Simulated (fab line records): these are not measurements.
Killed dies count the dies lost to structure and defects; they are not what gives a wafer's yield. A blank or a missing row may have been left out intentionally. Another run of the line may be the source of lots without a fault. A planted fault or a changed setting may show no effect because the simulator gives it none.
A single fault, viewed from 2 desks + flow berkeley cmos170 + numbers are kept per desk, each desk with only its own; the story behind them comes last

DESK OF THE TOOL OWNER: furnace-02
The tool's own readings at UCB170_GATE_OXIDATION_01 (target thk 6.6 nm, ox time 1800 s): means of the sampled wafers that have a number, for each lot that ran on this tool. A lot is out of limits, marked OUT, if its mean lies more than 4 standard deviations from the usual mean; the brackets give that distance.
Columns: A = spike tc centre C at UCB170_GATE_OXIDATION_01, usual 853.7 C; B = spike tc load C at UCB170_GATE_OXIDATION_01, usual 872.6 C; C = tube center temp C at UCB170_GATE_OXIDATION_01, usual 850 C; D = tube_center_temp_C_max at UCB170_GATE_OXIDATION_01, usual 852.2
| lot  | first seen here | A                | B     | C             | D               |
|------|-----------------|------------------|-------|---------------|-----------------|
| L603 | day 8 15:41     | 852.4            | 876.4 | 850           | 852.0           |
| L604 | day 8 15:41     | 851.7            | 875.9 | 850           | 852.3           |
| L606 | day 9 12:53     | 846.7 (-4.7) OUT | 871.7 | 845 (-65) OUT | 847.1 (-15) OUT |
| L607 | day 9 12:53     | 846.9 (-4.5) OUT | 871.4 | 845 (-63) OUT | 847.2 (-14) OUT |
| L608 | day 9 12:53     | 847.1 (-4.4) OUT | 871.0 | 845 (-64) OUT | 847.1 (-15) OUT |
This desk's verdict: out of limits on L606, L607, L608, starting with L606 at day 9 12:53 (spike tc centre C at UCB170_GATE_OXIDATION_01). Within limits: L603, L604.

THE METROLOGY DESK
Means of the sampled wafers that have a number, per lot and without regard to the tool the lot ran on: this is what the gauges read. A lot is out of limits, marked OUT, if its mean lies more than 4 standard deviations from the usual mean; the brackets give that distance.
Columns: A = NWELL_NITRIDE_THK at UCB170_NWELL_THK_MEAS_05, usual 223.8 nm; B = cd nm at UCB170_GATE_CD_MEAS_90, usual 349.3 nm; C = PLDD_OVL at UCB170_PLDD_OVL_MEAS_07, usual -3 nm
| lot  | first seen here | A     | B     | C   |
|------|-----------------|-------|-------|-----|
| L596 | day 2 17:49     | 228.1 | 347.5 | -5  |
| L597 | day 3 02:31     | 222.4 | 348.3 | -9  |
| L600 | day 3 08:11     | 225.0 | 348.8 | 3   |
| L599 | day 3 08:16     | 222.7 | 349.5 | 3   |
| L603 | day 4 02:06     | 223.0 | 350.2 | -5  |
| L604 | day 4 08:51     | 221.4 | 349.8 | -6  |
| L605 | day 4 19:41     | 226.0 | 349.1 | -10 |
| L606 | day 5 05:16     | 223.7 | 349.9 | -5  |
| L607 | day 5 05:16     | 221.8 | 349.0 | 0   |
| L608 | day 5 10:08     | 224.2 | 349.3 | -1  |
| L614 | day 6 12:00     | 225.5 | 350.6 | -2  |
| L615 | day 6 12:00     | 222.8 | 349.2 | 0   |
| L616 | day 6 22:32     | 223.7 | 350.7 | -12 |
| L617 | day 7 07:48     | 223.4 | 349.5 | 0   |
| L618 | day 7 07:49     | 224.2 | 350.1 | 0   |
This desk found nothing out of limits on any of the 15 lots.

BROUGHT TOGETHER
The tool owner's desk could have raised an alarm at day 9 12:53, on L606, L607, L608.
The metrology desk saw nothing out of limits.
The metrology desk holds a record of L606, L607, L608, inside its limits.
On furnace-02, each named lot ran UCB170_GATE_OXIDATION_01.

WHAT THE SIMULATOR HAD PUT IN
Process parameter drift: furnace-02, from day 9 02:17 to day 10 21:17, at UCB170_GATE_OXIDATION_01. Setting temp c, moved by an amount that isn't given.
Lots struck among those shown: L606, L607, L608.
Delay in hours, fault start to first out-of-limits reading, by desk: the tool owner's desk at 11.
